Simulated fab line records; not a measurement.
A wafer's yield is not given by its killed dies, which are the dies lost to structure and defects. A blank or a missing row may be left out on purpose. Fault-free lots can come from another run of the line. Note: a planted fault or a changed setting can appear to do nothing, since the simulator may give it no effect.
Split-lot trial | flow ritCmos | 5 lots, 23 wafers read, on a route of 202 steps

## SPLIT DETAILS
At RIT_FOX2_OXIDATION_00 (target thk 350.7 nm, ox time 1130 s), the setting tempC was moved away from the recipe's 1100 C on 20 of the 23 wafers read, by -1.0% to +2.5%. This setting was run at the recipe's value on the other wafers.

## FROM THE SPLIT TO THE READING: what the file shows between them, 25 steps
- RIT_FOX2_THK_MEAS_01
- RIT_FOX2_CLEAN_02: cleans in dHF, time 180 s
- RIT_FOX2_WET_ETCH_03: etches Si3N4 in H3PO4, target depth 195 nm, time 2700 s
- RIT_FOX2_THK_MEAS_90
- RIT_NWELL_SOFTBAKE_02: time 60 s (also split here: tempC)
- RIT_NWELL_EXPOSE_03: exposes mask M2, target cd 43900 nm
- RIT_NWELL_PEB_04
- RIT_NWELL_DEVELOP_05: develop time 68 s
- RIT_NWELL_IMPLANT_08 (also split here: doseCm2)
- RIT_NWELL_STRIP_09: strips in O2, time 180 s
- RIT_NWELL_TW_MEAS_10
- RIT_PWELL_SOFTBAKE_02: time 60 s (also split here: tempC)
- RIT_PWELL_EXPOSE_03: exposes mask M3, target cd 43700 nm
- RIT_PWELL_PEB_04
- RIT_WELLDRIVE_ANNEAL_00: time 14700 s
- RIT_WELLDRIVE_RS_MEAS_01: measures by four-point-probe
- RIT_NRETRO_IMPLANT_08 (also split here: doseCm2)
- RIT_NRETRO_STRIP_09: strips in O2, time 180 s
- RIT_NRETRO_TW_MEAS_10
- RIT_PRETRO_IMPLANT_08 (also split here: doseCm2)
- RIT_PRETRO_STRIP_09: strips in O2, time 180 s
- RIT_PRETRO_TW_MEAS_10
- RIT_GATE_CLEAN_02: cleans in dHF, time 30 s (also split here: timeS)
- RIT_GATE_CLEAN_03: cleans in SC2, time 600 s
- RIT_GATE_CLEAN_04: cleans in dHF, time 60 s

## THE READING
FIELD_OXIDE_LEFT_2_THK, in nm, at RIT_FOX2_THK_MEAS_91. On this fab line, fault-free wafers typically give 254 nm with a standard deviation of 7 nm.

wafer  | tool, chamber at the split | tempC as run, C | against the recipe | FIELD_OXIDE_LEFT_2_THK, nm | against lot-mates on the recipe
L075.1 | -, -                       | 1120            | +1.8%              | 291                        | no lot-mate on the recipe
L075.3 | -, -                       | 1120            | +1.8%              | 286                        | no lot-mate on the recipe
L075.4 | -, -                       | 1120            | +1.8%              | 288                        | no lot-mate on the recipe
L075.5 | -, -                       | 1120            | +1.8%              | 293                        | no lot-mate on the recipe
L075.6 | -, -                       | 1120            | +1.8%              | 284                        | no lot-mate on the recipe
L079.2 | -, -                       | 1089            | -1.0%              | 234                        | no lot-mate on the recipe
L079.3 | -, -                       | 1089            | -1.0%              | 233                        | no lot-mate on the recipe
L079.4 | -, -                       | 1089            | -1.0%              | 239                        | no lot-mate on the recipe
L079.5 | -, -                       | 1089            | -1.0%              | 236                        | no lot-mate on the recipe
L079.6 | -, -                       | 1089            | -1.0%              | 238                        | no lot-mate on the recipe
L080.1 | -, -                       | 1127            | +2.5%              | 312                        | no lot-mate on the recipe
L080.2 | -, -                       | 1127            | +2.5%              | 306                        | no lot-mate on the recipe
L080.3 | -, -                       | 1127            | +2.5%              | 313                        | no lot-mate on the recipe
L080.5 | -, -                       | 1127            | +2.5%              | 312                        | no lot-mate on the recipe
L080.6 | -, -                       | 1127            | +2.5%              | 308                        | no lot-mate on the recipe
L082.1 | -, -                       | 1126            | +2.4%              | 290                        | no lot-mate on the recipe
L082.2 | -, -                       | 1126            | +2.4%              | 288                        | no lot-mate on the recipe
L082.4 | -, -                       | 1126            | +2.4%              | 289                        | no lot-mate on the recipe
L082.5 | -, -                       | 1126            | +2.4%              | 287                        | no lot-mate on the recipe
L082.6 | -, -                       | 1126            | +2.4%              | 291                        | no lot-mate on the recipe
L084.2 | furnace-02, 0              | 1100            | recipe             | 260                        | -
L084.4 | furnace-02, 0              | 1100            | recipe             | 259                        | -
L084.6 | furnace-02, 0              | 1100            | recipe             | 258                        | -

FIT RESULTS
A straight line over all 23 wafers: FIELD_OXIDE_LEFT_2_THK changes by +18.4 nm for each +1% of tempC; r = +0.96; the points scatter about the line by 7.3 nm.
Too few moved wafers with a lot-mate on the recipe to fit a line net of each lot's own level.

## THE WHOLE CHAIN: every reading that the file lists as answering this split, in the file's order
step                  | what it does                        | reading                                                                          | change (the file's fit)              | r (the file's)
RIT_FOX2_OXIDATION_00 | target thk 350.7 nm, ox time 1130 s | SiO2_of_FOX2_OXIDATION_00.thkNm (the simulator's own value, which no gauge read) | +18.4 nm for each +1% of the setting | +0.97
RIT_FOX2_THK_MEAS_01  |                                     | FOX2_OXIDE_THK                                                                   | +18.4 for each +1% of the setting    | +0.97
RIT_FOX2_THK_MEAS_90  |                                     | FIELD_OXIDE_LEFT_1_THK                                                           | +18.4 for each +1% of the setting    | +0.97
RIT_FOX2_THK_MEAS_91  |                                     | FIELD_OXIDE_LEFT_2_THK                                                           | +18.4 for each +1% of the setting    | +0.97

## THE FILE'S OWN FIT
FIELD_OXIDE_LEFT_2_THK changes by +18.4 nm for each +1% of tempC, r = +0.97.
